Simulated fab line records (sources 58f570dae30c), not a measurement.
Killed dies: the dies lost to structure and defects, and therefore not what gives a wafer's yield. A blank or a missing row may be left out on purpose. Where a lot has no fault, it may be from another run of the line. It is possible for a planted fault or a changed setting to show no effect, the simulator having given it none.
The tool behind it: which one? -- flow berkeley cmos170 -- 7 lots, 21 wafers sampled, at 2 steps of a route of 331

WHAT THE GAUGES SHOWED, per wafer
UCB170_SILICIDE_RS_MEAS_02: the measuring method here is four-point-probe.
lot,measured,on,SILICIDE_TI_RS (ohm/sq)
L196,day 8 05:52,film metro-01,26.4 26.7 26.8
L198,day 8 11:49,film metro-04,25.9 26.0 26.2
L201,day 9 09:02,film metro-02,26.1 25.8 25.9
L206,day 10 23:07,film metro-04,26.2 26.3 26.1
L210,day 11 11:13,film metro-01,29.0 29.4 29.2
L213,day 12 11:40,film metro-02,26.1 26.0 26.0
L216,day 12 12:57,film metro-02,26.2 26.4 26.2

WHAT TOOL EACH LOT RAN ON (gives the tool, then ch and the chambers of the sampled wafers, and finally the start)
lot,UCB170_SILICIDE_SPUTTER_01
L196,"pvd sputter-04, day 8 05:50"
L198,"pvd sputter-01, day 8 11:47"
L201,"pvd sputter-01, day 9 08:57"
L206,"pvd sputter-01, day 10 23:03"
L210,"pvd sputter-01, day 11 11:11"
L213,"pvd sputter-04, day 12 11:38"
L216,"pvd sputter-04, day 12 12:55"
- UCB170_SILICIDE_SPUTTER_01: material Ti, target thk 30 nm, time 25 s.

THE ANSWER, worked out from the rows above alone
Rule: what is usual is taken from the lots themselves. Put in order of their means at a reading, lots are off if they are a third of the lots or fewer, leave a main group of 4 or more, and stand apart from it by a gap of 3 or more times the standard deviation of the main group's means; of several such gaps the widest counts. Not used: any main group whose means are identical at the precision the tables above print for the reading. Also off: a lot with no number at a reading for which 4 or more lots have one. Where the step has rows for the other lots, those lots are counted as sound.
Off: L210, seen at UCB170_SILICIDE_RS_MEAS_02 (SILICIDE_TI_RS). For the main group the mean is 26.2 ohm/sq and the standard deviation 0.23.
A tool fits if, at a process step before that reading, it ran every lot that is off, and no sound lot after the first of them. Those tools and the gauges at UCB170_SILICIDE_RS_MEAS_02 are tried in the same way. Undecided on this evidence; 2 tools fit (pvd sputter-01 at UCB170_SILICIDE_SPUTTER_01, film metro-01 at UCB170_SILICIDE_RS_MEAS_02).

WHAT THE SIMULATOR HAD INSERTED
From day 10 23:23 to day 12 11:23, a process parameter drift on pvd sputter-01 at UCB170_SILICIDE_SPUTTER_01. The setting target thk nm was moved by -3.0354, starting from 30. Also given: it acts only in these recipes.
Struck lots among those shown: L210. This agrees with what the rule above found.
